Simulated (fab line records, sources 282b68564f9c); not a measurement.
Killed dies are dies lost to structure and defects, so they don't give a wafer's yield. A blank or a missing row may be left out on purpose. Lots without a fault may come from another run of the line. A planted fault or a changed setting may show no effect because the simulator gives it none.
Split-lot experiment | flow rit_cmos | 5 lots, 23 wafers read, on a route of 202 steps

THE SPLIT
At RIT_NLDD_IMPLANT_08, the setting dose_cm2 was moved away from the recipe's 5e+14 on 9 of the 23 wafers read, by -3.3% to +6.7%. The other wafers ran this setting at the recipe's value.

FROM THE SPLIT TO THE READING: what the file shows between them, 1 step
- RIT_NLDD_STRIP_09: strips in O2, time 180 s

THE READING
NLDD_TW, at RIT_NLDD_TW_MEAS_10. Fault-free wafers of this fab line usually give 2499, standard deviation 10.

wafer  | tool, chamber at the split | dose_cm2 as run | against the recipe | NLDD_TW | against lot-mates on the recipe
L074.1 | implanter-04, 0            | 5.336e+14       | +6.7%              | 2546    | +42
L074.2 | implanter-04, 0            | 5.336e+14       | +6.7%              | 2551    | +48
L074.4 | implanter-04, 0            | 5e+14           | recipe             | 2502    | -
L074.5 | implanter-04, 0            | 5e+14           | recipe             | 2505    | -
L074.6 | implanter-04, 0            | 5.336e+14       | +6.7%              | 2549    | +46
L075.1 | implanter-03, 0            | 5e+14           | recipe             | 2501    | -
L075.2 | implanter-03, 0            | 5e+14           | recipe             | 2495    | -
L075.3 | implanter-03, 0            | 5e+14           | recipe             | 2499    | -
L075.5 | implanter-03, 0            | 5e+14           | recipe             | 2503    | -
L075.6 | implanter-03, 0            | 5e+14           | recipe             | 2498    | -
L076.2 | implanter-01, 0            | 5e+14           | recipe             | 2505    | -
L076.3 | implanter-01, 0            | 4.833e+14       | -3.3%              | 2475    | -20
L076.4 | implanter-01, 0            | 5e+14           | recipe             | 2486    | -
L076.5 | implanter-01, 0            | 4.833e+14       | -3.3%              | 2481    | -14
L076.6 | implanter-01, 0            | 4.833e+14       | -3.3%              | 2467    | -28
L081.1 | implanter-01, 0            | 5.142e+14       | +2.8%              | 2510    | +16
L081.2 | implanter-01, 0            | 5e+14           | recipe             | 2488    | -
L081.3 | implanter-01, 0            | 5.142e+14       | +2.8%              | 2501    | +6
L081.4 | implanter-01, 0            | 5.142e+14       | +2.8%              | 2523    | +28
L081.5 | implanter-01, 0            | 5e+14           | recipe             | 2501    | -
L083.1 | implanter-03, 0            | 5e+14           | recipe             | 2486    | -
L083.3 | implanter-03, 0            | 5e+14           | recipe             | 2504    | -
L083.5 | implanter-03, 0            | 5e+14           | recipe             | 2492    | -

THE FIT
A straight line over all 23 wafers: NLDD_TW changes by +7.19 for each +1% of dose_cm2; r = +0.94; the points scatter about the line by 7.3.
The same after taking each lot's own level away (the mean of its wafers on the recipe; 23 wafers): +6.55 for each +1%; r = +0.95; scatter 6.3.
On that fit, the largest move of dose_cm2 shifts the reading by 44.
The lots' own levels span 2494.0 to 2503.5, that is 0.9 times the standard deviation above.
So the lot-to-lot level changes the slope little: the two slopes agree.
Check: with one of the wafers moved furthest among these (+6.7%) left out of the fit, the line predicts +44.5 for it against its lot-mates. It came out at +42.5 against them.

OTHER SPLITS ON THESE WAFERS
These wafers also went through other splits before the reading. Each is held against what the fit with the lots' levels taken away leaves over:
other split on the same wafers       | wafers away from the commonest value | r with NLDD_TW (lot level and that fit taken away)
RIT_ACTIVE_CVD_03 nh3_flow_sccm      | 15                                   | +0.04
RIT_ACTIVE_ETCH_13 rf_w              | 6                                    | -0.25
RIT_NWELL_IMPLANT_08 dose_cm2        | 6                                    | -0.18
RIT_PWELL_HARDBAKE_07 temp_c         | 8                                    | -0.19
RIT_NRETRO_COAT_01 resist_thk_nm     | 7                                    | -0.04
RIT_NRETRO_DEVELOP_05 develop_time_s | 6                                    | +0.20
RIT_PRETRO_IMPLANT_08 dose_cm2       | 7                                    | +0.21
RIT_GATE_CVD_08 sih4_flow_sccm       | 18                                   | -0.10
RIT_GATE_DEVELOP_15 dev_temp_c       | 10                                   | -0.20

THE FILE'S OWN FIT
NLDD_TW changes by +6.54 for each +1% of dose_cm2, r = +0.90.
